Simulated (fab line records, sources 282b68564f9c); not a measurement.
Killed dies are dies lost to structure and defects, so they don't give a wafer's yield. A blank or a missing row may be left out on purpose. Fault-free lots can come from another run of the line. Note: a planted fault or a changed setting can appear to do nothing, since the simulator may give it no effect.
A struck lot beside a sound one | flow rit_cmos | 15 out of 202 route steps
Sound: these wafers, L185.1, L185.4, L185.6. Struck: wafers L178.1, L178.5, L178.6. The cause is named last.
For every step that has rows: the tool of each side, followed by ch and its chambers, followed by its first start. Under that, the readings that differ: sound wafers | struck wafers | difference of the means | sigmas: that difference in standard deviations of wafers without a fault.
alike: same words and numbers on both sides, and readings whose means sit less than 2 such deviations apart. not compared: any withheld reading, any reading some wafer has no value for, any bound like >300 that may hide the same value, and any number with overlapping values for which the record gives no deviation.
The two part at a step that has a row with sigmas, a row that says differs or no value, or rows on one side only. Numbers that don't overlap but have no deviation are shown without sigmas and don't part them. Lack of a reading on every wafer of one side parts them only where that side has two or more wafers.

RIT_M1_THK_MEAS_02: measures by xrf.
  sound on film_metro-03 at day 7 11:58; struck on film_metro-03 at day 6 02:43
  alike: M1_AL_THK
then, 6 steps without rows for these wafers: RIT_M1_HMDS_03 (prime time 60 s); RIT_M1_COAT_04 (resist thk 1300 nm); RIT_M1_SOFTBAKE_05 (time 60 s); RIT_M1_EXPOSE_06 (exposes mask M12, target cd 2600 nm); RIT_M1_PEB_07; RIT_M1_DEVELOP_08 (develop time 68 s).
RIT_M1_CD_MEAS_09: target cd 2600 nm.
  sound on cd_sem-01 at day 7 13:02; struck on cd_sem-02 at day 6 03:47
  alike: cd_nm
RIT_M1_OVL_MEAS_10:
  sound on overlay-02 at day 7 13:10; struck on overlay-02 at day 6 03:54
  alike: M1_OVL
then, 1 step without rows for these wafers: RIT_M1_HARDBAKE_11 (time 120 s).
RIT_M1_METAL_ETCH_12: etches Al in Cl2/BCl3, stops on SiO2, time 165 s, target depth 600 nm.
  sound on rie_metal-03 ch 0,1, day 7 13:29; struck on rie_metal-03 ch 0,1, day 6 04:11
  alike: drypump_motor_current_A, oes_product_au, throttle_valve_pct
  not compared: rf_hours_counter_h
then, 1 step without rows for these wafers: RIT_M1_STRIP_13 (strips in nmp, time 600 s).
RIT_M1_STRIP_14: strips in O2, time 180 s.
  sound on plasma_asher-02 ch 0,1, day 7 13:49; struck on plasma_asher-01 ch 0,1, day 6 04:32
  no value came back on the struck wafers for chamber_pressure_mTorr (mTorr), drypump_motor_current_A (A), time_s (s); on the sound wafers chamber_pressure_mTorr (mTorr) reads 4001 4000 4002
  not compared: rf_hours_counter_h
RIT_M1_CD_MEAS_90: target cd 2600 nm.
  sound on cd_sem-02 at day 7 13:59; struck on cd_sem-01 at day 6 04:43
  alike: cd_nm
RIT_M1_PROBE_99:
  sound on prober-02 at day 7 15:44; struck on prober-01 at day 6 06:28
  alike: defect_limited_yield, killed_at_contacts, killed_at_front_end, killed_dies, killed_open, killed_short, sort_bin_3_pad_short, sort_bin_5_function, sort_bin_6_memory, sort_n_pass, sort_yield_pct

== WHERE THEY PART ==
Only at RIT_M1_STRIP_14, as far as this record shows. Later steps at which nothing parts them and some readings are alike: RIT_M1_CD_MEAS_90, RIT_M1_PROBE_99.

WHY: whatever the simulator had introduced
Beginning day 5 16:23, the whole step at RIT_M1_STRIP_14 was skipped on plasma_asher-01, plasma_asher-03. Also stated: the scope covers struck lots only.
